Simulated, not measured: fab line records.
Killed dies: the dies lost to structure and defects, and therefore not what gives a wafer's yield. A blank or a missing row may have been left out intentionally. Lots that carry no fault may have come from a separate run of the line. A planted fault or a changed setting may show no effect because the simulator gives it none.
2 desks, one fault ; flow berkeley-cmos170 ; each desk holds nothing but its own numbers, with what lay behind them at the end

AT THE METROLOGY DESK
What the gauges read, lot by lot, whatever tool the lot ran on: means of the sampled wafers that have a number. The brackets show how far a lot's mean lies from the usual mean; more than 4 standard deviations puts the lot out of limits, marked OUT.
Columns: A = NWELL_OXIDE_THK at UCB170_NWELL_THK_MEAS_02, usual 26.5 nm; B = NWELL_NITRIDE_THK at UCB170_NWELL_THK_MEAS_05, usual 225.4 nm; C = NWELL_OVL at UCB170_NWELL_OVL_MEAS_12, usual -3 nm
lot;first seen here;A;B;C
L902;day 2 10:57;26.7;226.0;-4
L903;day 2 16:39;26.9;227.3;-4
L908;day 3 17:01;26.3;223.8;5
L910;day 4 05:49;26.7;224.8;2
L916;day 5 06:13;26.4;225.7;-6
L922;day 6 12:39;26.1;223.0;1
This desk's verdict: no lot among the 6 shows anything out of limits.

TOOL OWNER'S DESK, implanter-03
UCB170_NWELL_IMPLANT_14, tool's own readings: per-lot mean of the sampled wafers with a number, covering each lot this tool ran. The brackets show how far a lot's mean lies from the usual mean; more than 4 standard deviations puts the lot out of limits, marked OUT.
Columns: A = beam-energy-keV at UCB170_NWELL_IMPLANT_14, usual 150.01
lot;first seen here;A
L903;day 2 21:21;149.97
L908;day 4 01:17;144.79 (-92) OUT
L910;day 4 13:26;144.71 (-93) OUT
Finding of this desk: L908, L910 out of limits; the first was L908 at day 4 01:17, on beam-energy-keV at UCB170_NWELL_IMPLANT_14. L903 stayed within limits.

PUT TOGETHER
An alarm could have come from the tool owner's desk at day 4 01:17, on L908, L910.
The metrology desk saw nothing out of limits.
The metrology desk holds a record of L908, L910, inside its limits.
On implanter-03, each named lot ran UCB170_NWELL_IMPLANT_14.

WHAT THE SIMULATOR HAD INSERTED
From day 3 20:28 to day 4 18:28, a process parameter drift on implanter-03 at UCB170_NWELL_IMPLANT_14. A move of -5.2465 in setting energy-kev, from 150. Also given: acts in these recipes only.
Shown lots that were struck: L908, L910.
Hours from the fault's start to each desk's first reading out of limits: the tool owner's desk, 5.
